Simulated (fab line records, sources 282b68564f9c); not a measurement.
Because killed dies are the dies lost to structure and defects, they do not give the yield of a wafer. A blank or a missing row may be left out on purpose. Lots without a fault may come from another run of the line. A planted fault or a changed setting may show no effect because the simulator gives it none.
fab line records	flow ritCmos
record: lots: 6	wafers: 18	lastDay: 7
route steps=202 shown NSD@138 PSD@142 SDANNEAL@153 M1@202
lots that met no fault: taken from a fault-free run of the same line
startH: hours from the record's opening day to when the first of the lot's shown wafers began	waitH: hours elapsed since this lot's preceding step	" repeats the value in the row above	L1.1+2: several wafers, shown together as one row	- value missing, or start not given	* or withheld: withheld	< > ~ a bound
route shown NAME@n: a module of which the file shows steps, and the number in the route of the first	usual: mean and standard deviation over wafers with no fault	same: alike in all rows	chamber/n: place in a boat	sites: each site's reading	_std_site: how widely they spread, as a standard deviation	_edge_site: the outer-site mean with the inner-site mean subtracted	radiusMm: for every site, how far away it sits from the centre of the wafer	mask NAME#n: copy n	behind: the tool/chamber that last shaped the wafer	hold: why the lot was held/for how many hours/how that ended	device: the n, p or np transistor that did not switch	end of line: tests of these same wafers at the route's end	for a step that has no rows: nothing shown but its recipe	killed: the dies lost at the first sort to structure and to defects; this is not the yield of the wafer	map: the dies of a wafer, with x for killed, . for not killed, _ for no die there
set.NAME: setting as actually run; set.NAME@STEP: the setting as run at that earlier step	model.NAME: the simulator's own value behind a step, which no gauge read
lots at some steps of the route; a table a step, a row a wafer
services: a tool's chamber out of use, with start hour (startH, from the record's first day; less than 0 if before it), hours out, and reason
== steps ==
step: RIT_NSD_HARDBAKE_07
recipe: resist: NOVOLAK	tempC: 140	timeS: 60
step: RIT_NSD_IMPLANT_08
recipe: species: P	energyKev: 24.73	doseCm2: 1e+15	tiltDeg: 7
step: RIT_NSD_STRIP_09
recipe: chemistry: O2	timeS: 180	resist: NOVOLAK	platenTempC: withheld	powerW: 500	pressureMtorr: 4000	o2FlowSccm: 4000
usual: drypumpMotorCurrentA: 5.74/0.28
same: timeS: 180
lot.wafer	tool	chamber	startH	waitH	drypumpMotorCurrentA	rfHoursCounterH
L439.1	plasmaAsher-01	0	51.40	0.1	5.41	39
L439.3	"	0	"	"	5.42	-
L439.4	"	1	"	"	6.13	-
L441.1	plasmaAsher-01	0	59.78	0.1	5.43	40
L441.4	"	1	"	"	6.10	-
L441.5	"	0	"	"	5.41	-
L444.1	plasmaAsher-04	1	74.51	0.1	5.79	45
L444.3	"	1	"	"	5.79	-
L444.4	"	0	"	"	5.73	-
L451.2	plasmaAsher-04	0	107.78	0.1	5.73	49
L451.4	"	1	"	"	5.80	-
L451.6	"	0	"	"	5.75	-
L460.1	plasmaAsher-01	1	154.45	0.1	6.13	49
L460.2	"	0	"	"	5.41	49
L460.4	"	0	"	"	5.41	-
L461.2	plasmaAsher-01	0	159.80	0.1	5.40	49
L461.5	"	0	"	"	5.38	-
L461.6	"	1	"	"	6.12	-
step: RIT_NSD_TW_MEAS_10
usual: NSD_TW: 3135/16
lot.wafer	tool	chamber	startH	waitH	NSD_TW
L439.1	filmMetro-02	-	51.58	0.1	3120
L439.3	"	-	"	"	3125
L439.4	"	-	"	"	3135
L441.1	filmMetro-02	-	59.96	0.1	3139
L441.4	"	-	"	"	3143
L441.5	"	-	"	"	3137
L444.1	filmMetro-02	-	74.69	0.1	3130
L444.3	"	-	"	"	3146
L444.4	"	-	"	"	3147
L451.2	filmMetro-01	-	107.96	0.1	3145
L451.4	"	-	"	"	3174
L451.6	"	-	"	"	3154
L460.1	filmMetro-02	-	154.62	0.1	3130
L460.2	"	-	"	"	3116
L460.4	"	-	"	"	3131
L461.2	filmMetro-02	-	159.98	0.1	3116
L461.5	"	-	"	"	3124
L461.6	"	-	"	"	3135
step: RIT_PSD_HMDS_00
recipe: primeTimeS: 60	primeTempC: 140
step: RIT_PSD_COAT_01
recipe: resist: NOVOLAK	spinRpm: 3250	resistThkNm: 1000
step: RIT_PSD_SOFTBAKE_02
recipe: resist: NOVOLAK	tempC: 90	timeS: 60
step: RIT_PSD_EXPOSE_03
recipe: maskId: M10	na: 0.57	targetCdNm: 40900	doseMj: 250
step: RIT_PSD_PEB_04
recipe: resist: NOVOLAK	tempC: withheld	timeS: withheld
step: RIT_PSD_DEVELOP_05
recipe: resist: NOVOLAK	developTimeS: 50	devTempC: 23
step: RIT_PSD_OVL_MEAS_06
usual: PSD_OVL: 0.3/1.4
lot.wafer	tool	chamber	startH	waitH	PSD_OVL[nm]
L439.1	overlay-02	-	52.61	-	-1.3
L439.3	"	-	"	"	-1.7
L439.4	"	-	"	"	0.0
L441.1	overlay-01	-	61.19	-	1.4
L441.4	"	-	"	"	-0.3
L441.5	"	-	"	"	-0.1
L444.1	overlay-01	-	75.72	-	-0.7
L444.3	"	-	"	"	-2.1
L444.4	"	-	"	"	0.2
L451.2	overlay-02	-	108.87	-	-1.1
L451.4	"	-	"	"	0.2
L451.6	"	-	"	"	0.4
L460.1	overlay-02	-	155.66	-	-1.7
L460.2	"	-	"	"	-1.8
L460.4	"	-	"	"	0.2
L461.2	overlay-01	-	160.89	-	-0.4
L461.5	"	-	"	"	0.5
L461.6	"	-	"	"	0.1
step: RIT_PSD_HARDBAKE_07
recipe: resist: NOVOLAK	tempC: 139.6	timeS: 60
step: RIT_PSD_IMPLANT_08
recipe: species: BF2	energyKev: 27	doseCm2: 5e+15	tiltDeg: 7
usual: beamOnS: 12.4/0.47	doseIonsCm2: 5e+15/5.5e+12
lot.wafer	tool	chamber	startH	waitH	beamOnS	doseIonsCm2
L439.1	implanter-01	0	52.80	0.1	12.2	5.001e+15
L439.3	"	0	"	"	12.8	4.995e+15
L439.4	"	0	"	"	12.7	4.994e+15
L441.1	implanter-03	0	61.37	0.1	11.9	4.987e+15
L441.4	"	0	"	"	13.1	4.997e+15
L441.5	"	0	"	"	12.5	5.001e+15
L444.1	implanter-02	0	75.91	0.1	11.2	4.999e+15
L444.3	"	0	"	"	11.8	4.999e+15
L444.4	"	0	"	"	11.4	5.014e+15
L451.2	implanter-02	0	109.07	0.1	11.3	5.004e+15
L451.4	"	0	"	"	11.5	5.005e+15
L451.6	"	0	"	"	11.9	5.008e+15
L460.1	implanter-03	0	155.84	0.1	15.3	6.073e+15
L460.2	"	0	"	"	15.8	6.081e+15
L460.4	"	0	"	"	15.3	6.073e+15
L461.2	implanter-03	0	161.09	0.1	15.4	6.085e+15
L461.5	"	0	"	"	15.5	6.085e+15
L461.6	"	0	"	"	15.6	6.075e+15
step: RIT_PSD_STRIP_09
recipe: chemistry: O2	timeS: 180	resist: NOVOLAK	platenTempC: withheld	powerW: 500	pressureMtorr: 4000	o2FlowSccm: 4000
usual: drypumpMotorCurrentA: 5.87/0.26
same: timeS: 180
lot.wafer	tool	chamber	startH	waitH	drypumpMotorCurrentA	rfHoursCounterH
L439.1	plasmaAsher-01	0	52.95	0.1	5.42	40
L439.3	"	0	"	"	5.41	-
L439.4	"	1	"	"	6.13	-
L441.1	plasmaAsher-03	1	61.52	0.1	6.03	41
L441.4	"	0	"	"	6.09	-
L441.5	"	0	"	"	6.10	-
L444.1	plasmaAsher-03	1	76.06	0.1	5.99	43
L444.3	"	0	"	"	6.08	-
L444.4	"	1	"	"	6.03	-
L451.2	plasmaAsher-01	0	109.20	0.1	5.39	44
L451.4	"	1	"	"	6.08	-
L451.6	"	1	"	"	6.10	-
L460.1	plasmaAsher-03	0	155.99	0.1	6.12	53
L460.2	"	1	"	"	5.99	53
L460.4	"	1	"	"	5.99	-
L461.2	plasmaAsher-03	0	161.22	0.1	6.11	53
L461.5	"	0	"	"	6.13	-
L461.6	"	1	"	"	5.96	-
step: RIT_PSD_TW_MEAS_10
usual: PSD_TW: 3452/21
lot.wafer	tool	chamber	startH	waitH	hold	PSD_TW
L439.1	filmMetro-01	-	53.12	0.1	-	3414
L439.3	"	-	"	"	-	3441
L439.4	"	-	"	"	-	3440
L441.1	filmMetro-03	-	61.70	0.1	-	3444
L441.4	"	-	"	"	-	3444
L441.5	"	-	"	"	-	3417
L444.1	filmMetro-03	-	76.24	0.1	-	3437
L444.3	"	-	"	"	-	3424
L444.4	"	-	"	"	-	3432
L451.2	filmMetro-01	-	109.38	0.1	-	3457
L451.4	"	-	"	"	-	3488
L451.6	"	-	"	"	-	3488
L460.1	filmMetro-03	-	156.17	0.1	-	3501
L460.2	"	-	"	"	-	3508
L460.4	"	-	"	"	-	3490
L461.2	filmMetro-01	-	161.40	0.1	awaitDispo/0.2h/release	3539
L461.5	"	-	"	"	awaitDispo/0.2h/release	3514
L461.6	"	-	"	"	awaitDispo/0.2h/release	3495
L461.2	filmMetro-01	-	161.63	0.2	-	3502
L461.5	"	-	"	"	-	3511
L461.6	"	-	"	"	-	3531
step: RIT_SDANNEAL_CLEAN_00
recipe: chemistry: SC1	mix: 3:3:50	timeS: 600	tempC: 75
step: RIT_SDANNEAL_CLEAN_01
recipe: chemistry: dHF	dilution: 50:1	timeS: 30
step: RIT_SDANNEAL_CLEAN_02
recipe: chemistry: SC2	mix: 3:3:50	timeS: 600	tempC: 75	dry: n2Spin
step: RIT_SDANNEAL_RTA_03
recipe: tempC: 1050	timeS: 5	idleTempC: 600	rampUpCPerS: 342	rampDownCPerS: 171	coolToC: 600	ambient: N2
usual: wafer_temp_C_max: 1053.4/1.1
same: timeS: 5
lot.wafer	tool	chamber	startH	waitH	wafer_temp_C_max
L439.1	rtpAnneal-02	0	53.58	0.0	1052.3
L439.3	"	0	"	"	1052.5
L439.4	"	0	"	"	1053.3
L441.1	rtpAnneal-02	0	62.14	0.0	1052.1
L441.4	"	0	"	"	1054.7
L441.5	"	0	"	"	1055.3
L444.1	rtpAnneal-02	0	76.68	0.0	1053.1
L444.3	"	0	"	"	1053.9
L444.4	"	0	"	"	1054.2
L451.2	rtpAnneal-02	0	109.81	0.0	1053.4
L451.4	"	0	"	"	1052.6
L451.6	"	0	"	"	1054.2
L460.1	rtpAnneal-01	0	156.63	0.0	1052.3
L460.2	"	0	"	"	1053.0
L460.4	"	0	"	"	1053.8
L461.2	rtpAnneal-02	0	162.06	0.0	1053.9
L461.5	"	0	"	"	1054.7
L461.6	"	0	"	"	1052.6
step: RIT_SDANNEAL_RS_MEAS_04
recipe: thkMeasGauge: four-point-probe
usual: PSD_RS: 115.87/0.26
lot.wafer	tool	chamber	startH	waitH	hold	PSD_RS[ohm/sq]
L439.1	filmMetro-03	-	53.64	0.0	-	115.95
L439.3	"	-	"	"	-	115.78
L439.4	"	-	"	"	-	115.74
L441.1	filmMetro-02	-	62.20	0.0	-	116.00
L441.4	"	-	"	"	-	115.67
L441.5	"	-	"	"	-	115.95
L444.1	filmMetro-01	-	76.74	0.0	-	115.47
L444.3	"	-	"	"	-	115.35
L444.4	"	-	"	"	-	115.81
L451.2	filmMetro-01	-	109.88	0.1	-	115.92
L451.4	"	-	"	"	-	115.86
L451.6	"	-	"	"	-	115.70
L460.1	filmMetro-02	-	156.69	0.0	awaitDispo/0.2h/release	113.77
L460.2	"	-	"	"	awaitDispo/0.2h/release	113.52
L460.4	"	-	"	"	awaitDispo/0.2h/release	113.31
L460.1	filmMetro-02	-	157.05	0.3	-	113.91
L460.2	"	-	"	"	-	113.60
L460.4	"	-	"	"	-	113.70
L461.2	filmMetro-03	-	162.13	0.1	awaitDispo/0.2h/release	113.42
L461.5	"	-	"	"	awaitDispo/0.2h/release	113.72
L461.6	"	-	"	"	awaitDispo/0.2h/release	113.65
L461.2	filmMetro-03	-	162.41	0.3	-	113.65
L461.5	"	-	"	"	-	113.65
L461.6	"	-	"	"	-	113.78
step: RIT_SDANNEAL_RS_MEAS_05
recipe: thkMeasGauge: four-point-probe
usual: NSD_RS: 84.7/0.32
lot.wafer	tool	chamber	startH	waitH	hold	NSD_RS[ohm/sq]
L439.1	filmMetro-03	-	53.76	0.1	-	85.1
L439.3	"	-	"	"	-	85.1
L439.4	"	-	"	"	-	84.7
L441.1	filmMetro-02	-	62.32	0.1	-	84.7
L441.4	"	-	"	"	-	84.8
L441.5	"	-	"	"	-	84.8
L444.1	filmMetro-01	-	76.86	0.1	-	85.1
L444.3	"	-	"	"	-	84.9
L444.4	"	-	"	"	-	84.8
L451.2	filmMetro-01	-	110.00	0.1	-	84.7
L451.4	"	-	"	"	-	84.8
L451.6	"	-	"	"	-	84.8
L460.1	filmMetro-02	-	160.53	3.5	awaitDispo/3.4h/release	84.3
L460.2	"	-	"	"	awaitDispo/3.4h/release	84.2
L460.4	"	-	"	"	awaitDispo/3.4h/release	83.8
L461.2	filmMetro-03	-	166.42	4.0	awaitDispo/3.9h/release	84.7
L461.5	"	-	"	"	awaitDispo/3.9h/release	84.6
L461.6	"	-	"	"	awaitDispo/3.9h/release	84.6
step: RIT_M1_PROBE_99
usual: killedAtContacts: 0.1/0.32	killedAtFrontEnd: 6.7/2.9	killedDies: 6.8/2.9	killedOpen: 3.3/1.7	killedShort: 3.4/2.1
same: grossDies: 264	killed_at_M0_to_M3: 0	killed_at_M4_up: 0	killedAtBackSide: 0	killedAtOther: 0
lot.wafer	tool	chamber	startH	waitH	killedAtContacts	killedAtFrontEnd	killedDies	killedOpen	killedShort
L439.1	prober-02	-	61.17	0.1	0	4	4	2	2
L439.3	prober-02	-	61.27	0.2	0	5	5	2	3
L439.4	prober-02	-	61.32	0.2	0	4	4	4	0
L441.1	prober-02	-	72.85	0.1	0	3	3	2	1
L441.4	prober-02	-	73.00	0.2	0	5	5	2	3
L441.5	prober-02	-	73.05	0.2	0	2	2	0	2
L444.1	prober-01	-	84.58	0.1	0	10	10	4	6
L444.3	prober-01	-	84.68	0.2	0	11	11	6	5
L444.4	prober-01	-	84.73	0.2	1	11	12	4	8
L451.2	prober-02	-	117.18	0.1	0	3	3	3	0
L451.4	prober-02	-	117.28	0.2	0	7	7	2	3
L451.6	prober-02	-	117.38	0.2	0	11	11	7	4
L460.1	prober-01	-	168.83	0.1	0	7	7	5	2
L460.2	prober-01	-	168.88	0.1	0	5	5	3	2
L460.4	prober-01	-	168.98	0.2	0	7	7	2	5
L461.2	prober-02	-	173.86	0.1	0	5	5	3	2
L461.5	prober-02	-	174.01	0.2	0	5	5	4	1
L461.6	prober-02	-	174.06	0.2	0	5	5	2	3
killed by level:class
L439.1 REOX:geometricParticle:short=2 GATE:geometricParticle:open=1 REOX:geometricParticle:open=1
L439.3 FOX2:geometricParticle:short=2 REOX:geometricParticle:open=1 SILICIDE:geometricParticle:open=1 SILICIDE:geometricParticle:short=1
L439.4 SPACER:geometricParticle:open=2 GATE:geometricParticle:open=1 SILICIDE:geometricParticle:open=1
L441.1 FOX1:geometricParticle:short=1 GATE:geometricParticle:open=1 SILICIDE:geometricParticle:open=1
L441.4 FOX1:geometricParticle:short=2 GATE:geometricParticle:short=1 GATE:geometricParticle:open=1 SPACER:geometricParticle:open=1
L441.5 SPACER:geometricParticle:short=1 SILICIDE:geometricParticle:short=1
L444.1 GATE:geometricParticle:short=3 FOX1:geometricParticle:open=2 FOX1:geometricParticle:short=1 GATE:geometricParticle:open=1 REOX:geometricParticle:short=1 REOX:geometricParticle:open=1 SILICIDE:geometricParticle:short=1
L444.3 GATE:geometricParticle:short=4 SILICIDE:geometricParticle:open=3 GATE:geometricParticle:open=2 FOX1:geometricParticle:open=1 SILICIDE:geometricParticle:short=1
L444.4 FOX1:geometricParticle:short=3 SILICIDE:geometricParticle:short=2 SILICIDE:geometricParticle:open=2 FOX2:geometricParticle:short=1 GATE:geometricParticle:short=1 GATE:geometricParticle:open=1 REOX:geometricParticle:open=1 CONTACT:geometricParticle:short=1
L451.2 FOX1:geometricParticle:open=1 FOX2:geometricParticle:open=1 GATE:geometricParticle:open=1
L451.4 SILICIDE:geometricParticle:short=2 NSD:coatMicrobubblePrinted=2 GATE:geometricParticle:open=1 GATE:geometricParticle:short=1 REOX:geometricParticle:open=1
L451.6 REOX:geometricParticle:open=4 SPACER:geometricParticle:open=2 SPACER:geometricParticle:short=2 FOX2:geometricParticle:open=1 GATE:geometricParticle:short=1 REOX:geometricParticle:short=1
L460.1 FOX1:geometricParticle:open=2 FOX1:geometricParticle:short=1 GATE:geometricParticle:open=1 REOX:geometricParticle:short=1 REOX:geometricParticle:open=1 SPACER:geometricParticle:open=1
L460.2 GATE:geometricParticle:open=2 GATE:geometricParticle:short=1 REOX:geometricParticle:short=1 SPACER:geometricParticle:open=1
L460.4 GATE:geometricParticle:short=2 FOX1:geometricParticle:short=1 GATE:geometricParticle:open=1 REOX:geometricParticle:short=1 SPACER:geometricParticle:short=1 SPACER:geometricParticle:open=1
L461.2 SILICIDE:geometricParticle:open=2 FOX1:geometricParticle:open=1 GATE:geometricParticle:short=1 REOX:geometricParticle:short=1
L461.5 FOX2:geometricParticle:open=2 GATE:geometricParticle:short=1 SPACER:geometricParticle:open=1 SILICIDE:geometricParticle:open=1
L461.6 FOX1:geometricParticle:short=1 GATE:geometricParticle:short=1 SPACER:geometricParticle:short=1 SPACER:geometricParticle:open=1 SILICIDE:geometricParticle:open=1
== services ==
tool	chamber	startH	hours	kind
implanter-01	-	37.77	5.6	repair
rtpAnneal-01	-	37.93	58.4	pm
implanter-01	-	60.20	2.7	pm
plasmaAsher-01	-	74.94	15.6	pm
plasmaAsher-01	-	106.05	2.8	repair
plasmaAsher-04	-	108.81	9.0	pm
plasmaAsher-04	0	108.81	9.0	ventCycle
plasmaAsher-04	1	108.81	9.0	ventCycle
plasmaAsher-04	0	117.81	-	clean
plasmaAsher-04	1	117.81	-	clean
implanter-02	-	119.42	4.1	repair
plasmaAsher-04	-	153.94	2.8	pm
== key ==
firstSign: step: RIT_PSD_IMPLANT_08	reading: doseIonsCm2	direction: up	sigmas: 99+	usual: 5e+15	struck: 6.079e+15
effect: step: RIT_PSD_IMPLANT_08	reading: beamOnS	direction: up	sigmas: 6.6	usual: 12.4	struck: 15.5
effect: step: RIT_PSD_TW_MEAS_10	reading: visit	direction: added
effect: step: RIT_SDANNEAL_RS_MEAS_04	reading: visit	direction: added
effect: step: RIT_SDANNEAL_RS_MEAS_04	reading: PSD_RS	direction: down	sigmas: 9	usual: 115.87	struck: 113.57
metAt RIT_PSD_IMPLANT_08
struckWafers L460.1,L460.2,L460.4,L461.2,L461.5,L461.6
testerLeftOut L460,L461
onsetBetween 61.37 155.84
fault: kind: processParameterDrift	tool: implanter-03	chamber: -	onsetH: 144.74	steps: RIT_PSD_IMPLANT_08	channel: doseCm2	offset: 1.076e+15	shape: step	endH: 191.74	actsIn: theseRecipesOnly	stated: 5e+15
testerLeftOut: of these lots the tester's yield and bins aren't shown, on N5 and GAA mostly nor the transistor test; their killed dies are dies lost to structure and defects alone, not to doping, threshold or leakage, so they don't give the yield
